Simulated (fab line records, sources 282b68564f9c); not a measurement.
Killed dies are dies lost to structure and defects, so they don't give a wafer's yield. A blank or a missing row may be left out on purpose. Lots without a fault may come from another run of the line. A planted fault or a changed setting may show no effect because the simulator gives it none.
Which tool did it? | flow rit_cmos | 13 lots, 39 wafers sampled, at 2 steps of a route of 202

WHAT THE GAUGES READ, wafer by wafer
The record holds no reading of a measuring or inspecting step that can be judged against a usual standard deviation.

WHICH TOOL RAN EACH LOT (tool, then ch and the chambers of the sampled wafers, then the start)
lot  | RIT_M1_SPUTTER_00           | RIT_M1_PROBE_99
L461 | pvd_sputter-03, day 3 16:03 | prober-01, day 3 20:32
L463 | pvd_sputter-03, day 4 02:16 | prober-01, day 4 06:25
L465 | pvd_sputter-01, day 4 06:29 | prober-02, day 4 11:07
L464 | pvd_sputter-03, day 4 06:45 | prober-01, day 4 12:37
L467 | pvd_sputter-01, day 4 19:10 | prober-01, day 4 23:19
L469 | pvd_sputter-01, day 5 04:44 | prober-01, day 5 08:45
L471 | pvd_sputter-02, day 5 14:20 | prober-01, day 5 18:21
L473 | pvd_sputter-01, day 6 04:22 | prober-01, day 6 08:23
L476 | pvd_sputter-01, day 6 14:07 | prober-01, day 6 18:08
L477 | pvd_sputter-01, day 6 19:17 | prober-01, day 6 23:36
L478 | pvd_sputter-02, day 7 03:23 | prober-02, day 7 07:38
L482 | pvd_sputter-03, day 7 17:35 | prober-02, day 7 21:37
L484 | pvd_sputter-03, day 8 05:31 | prober-02, day 8 09:35
- RIT_M1_SPUTTER_00: material Al, target thk 400 nm, time 500 s.
- RIT_M1_PROBE_99

WHAT THE TOOLS THEMSELVES READ (means of the sampled wafers that have a number; where no wafer has one, the mark that the record gives instead)
RIT_M1_SPUTTER_00. Usual: cathode_dc_power_W 2000.0 W, standard deviation 0.32; substrate_temp_c 25.01 C, standard deviation 0.11; throttle_valve_pct 30.0 %, standard deviation 1.1.
lot  | tool           | cathode_dc_power_W (W) | substrate_temp_c (C) | throttle_valve_pct (%) | flag
L461 | pvd_sputter-03 | 2000.2                 | 24.87                | 31.0                   |
L463 | pvd_sputter-03 | 2000.1                 | 25.02                | 30.0                   |
L465 | pvd_sputter-01 | 2000.0                 | 25.08                | 30.4                   |
L464 | pvd_sputter-03 | 1999.9                 | 24.90                | 30.2                   |
L467 | pvd_sputter-01 | 1999.8                 | 24.95                | 30.0                   |
L469 | pvd_sputter-01 | 2000.2                 | 24.94                | 29.8                   |
L471 | pvd_sputter-02 | 2000.1                 | 25.08                | 30.6                   |
L473 | pvd_sputter-01 | 1999.8                 | 24.97                | 29.9                   |
L476 | pvd_sputter-01 | 2000.2                 | 25.03                | 30.0                   |
L477 | pvd_sputter-01 | 1986.6                 | 25.04                | 30.2                   | OFF
L478 | pvd_sputter-02 | 2000.2                 | 25.17                | 30.9                   |
L482 | pvd_sputter-03 | 2000.0                 | 25.03                | 30.4                   |
L484 | pvd_sputter-03 | 2000.1                 | 25.05                | 30.1                   |

RIT_M1_PROBE_99. Usual: defect_limited_yield 97.5 %, standard deviation 1.1; killed_at_M0_to_M3 0.0, standard deviation 0.12; killed_at_contacts 0.0, standard deviation 0.22; killed_at_front_end 6.5, standard deviation 2.8; killed_dies 6.5, standard deviation 2.8; killed_open 3.2, standard deviation 1.8; killed_short 3.3, standard deviation 2; sort_bin_3_pad_short 0.1 %, standard deviation 0.23; sort_bin_5_function 1.5 %, standard deviation 0.77; sort_bin_6_memory 0.9 %, standard deviation 0.6; sort_n_pass 257.5, standard deviation 2.8; sort_yield_pct 97.5 %, standard deviation 1.1.
lot  | tool      | defect_limited_yield (%) | killed_at_M0_to_M3 | killed_at_contacts | killed_at_front_end | killed_dies | killed_open | killed_short | sort_bin_3_pad_short (%) | sort_bin_5_function (%) | sort_bin_6_memory (%) | sort_n_pass | sort_yield_pct (%) | flag
L461 | prober-01 | 97.8                     | 0.0                | 0.0                | 5.7                 | 5.7         | 3.7         | 1.3          | 0.1                      | 1.1                     | 0.9                   | 258.3       | 97.8               |
L463 | prober-01 | 97.6                     | 0.0                | 0.0                | 6.3                 | 6.3         | 3.7         | 2.7          | 0.0                      | 1.9                     | 0.5                   | 257.7       | 97.6               |
L465 | prober-02 | 97.6                     | 0.0                | 0.0                | 6.3                 | 6.3         | 3.0         | 3.3          | 0.1                      | 1.3                     | 1.0                   | 257.7       | 97.6               |
L464 | prober-01 | 97.7                     | 0.0                | 0.0                | 6.0                 | 6.0         | 3.7         | 2.3          | 0.0                      | 1.3                     | 1.0                   | 258.0       | 97.7               |
L467 | prober-01 | 98.6                     | 0.0                | 0.0                | 3.7                 | 3.7         | 2.7         | 1.0          | 0.0                      | 0.9                     | 0.5                   | 260.3       | 98.6               |
L469 | prober-01 | 97.1                     | 0.0                | 0.0                | 7.7                 | 7.7         | 5.0         | 2.7          | 0.0                      | 1.1                     | 1.8                   | 256.3       | 97.1               |
L471 | prober-01 | 97.9                     | 0.0                | 0.3                | 5.3                 | 5.7         | 3.7         | 2.0          | 0.1                      | 1.5                     | 0.5                   | 258.3       | 97.9               |
L473 | prober-01 | 98.5                     | 0.0                | 0.0                | 4.0                 | 4.0         | 1.7         | 2.3          | 0.0                      | 0.9                     | 0.6                   | 260.0       | 98.5               |
L476 | prober-01 | 97.8                     | 0.0                | 0.0                | 5.7                 | 5.7         | 3.3         | 2.3          | 0.0                      | 1.3                     | 0.9                   | 258.3       | 97.8               |
L477 | prober-01 | 97.6                     | 0.0                | 0.0                | 6.3                 | 6.3         | 3.7         | 2.7          | 0.0                      | 1.9                     | 0.5                   | 257.7       | 97.6               |
L478 | prober-02 | 97.3                     | 0.0                | 0.0                | 7.0                 | 7.0         | 4.0         | 3.0          | 0.0                      | 2.2                     | 0.5                   | 257.0       | 97.3               |
L482 | prober-02 | 97.7                     | 0.3                | 0.0                | 5.7                 | 6.0         | 2.7         | 3.3          | 0.3                      | 1.1                     | 0.9                   | 258.0       | 97.7               |
L484 | prober-02 | 97.9                     | 0.0                | 0.0                | 5.7                 | 5.7         | 2.0         | 3.7          | 0.1                      | 1.1                     | 0.9                   | 258.3       | 97.9               |

THE ANSWER, worked out from the rows above alone
Rule: a lot is off if the mean of its wafers that have a number lies more than 3 standard deviations from the usual mean. A lot without any number at a reading at which 4 lots or more have one is off too. The other lots that the step has rows for count as sound. The gauges are gone through in route order, then the tools' own readings, and for those a lot's mean is taken as printed above. The first step at which some lot is off is used, and at that step the reading that is off furthest; a lot without a number counts as furthest.
Off: L477, at RIT_M1_SPUTTER_00 (cathode_dc_power_W).
A tool fits if, at that step or a process step before it, it ran every lot that is off, and no sound lot after the first of them. One fits: pvd_sputter-01 at RIT_M1_SPUTTER_00. Its last sound lot is L476 (day 6 14:07), its first lot that is off L477 (day 6 19:17): a fault that began between those two fits.
The tool's own readings at RIT_M1_SPUTTER_00 bear it out: on the lots that are off they differ by more than 5 times the standard deviation of the sound lots' means. cathode_dc_power_W reads 1986.6 W there against 2000.0 W on the sound lots.

WHAT THE SIMULATOR HAD PUT IN
Process parameter drift: pvd_sputter-01, from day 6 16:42 on, at RIT_M1_SPUTTER_00. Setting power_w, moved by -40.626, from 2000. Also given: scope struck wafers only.
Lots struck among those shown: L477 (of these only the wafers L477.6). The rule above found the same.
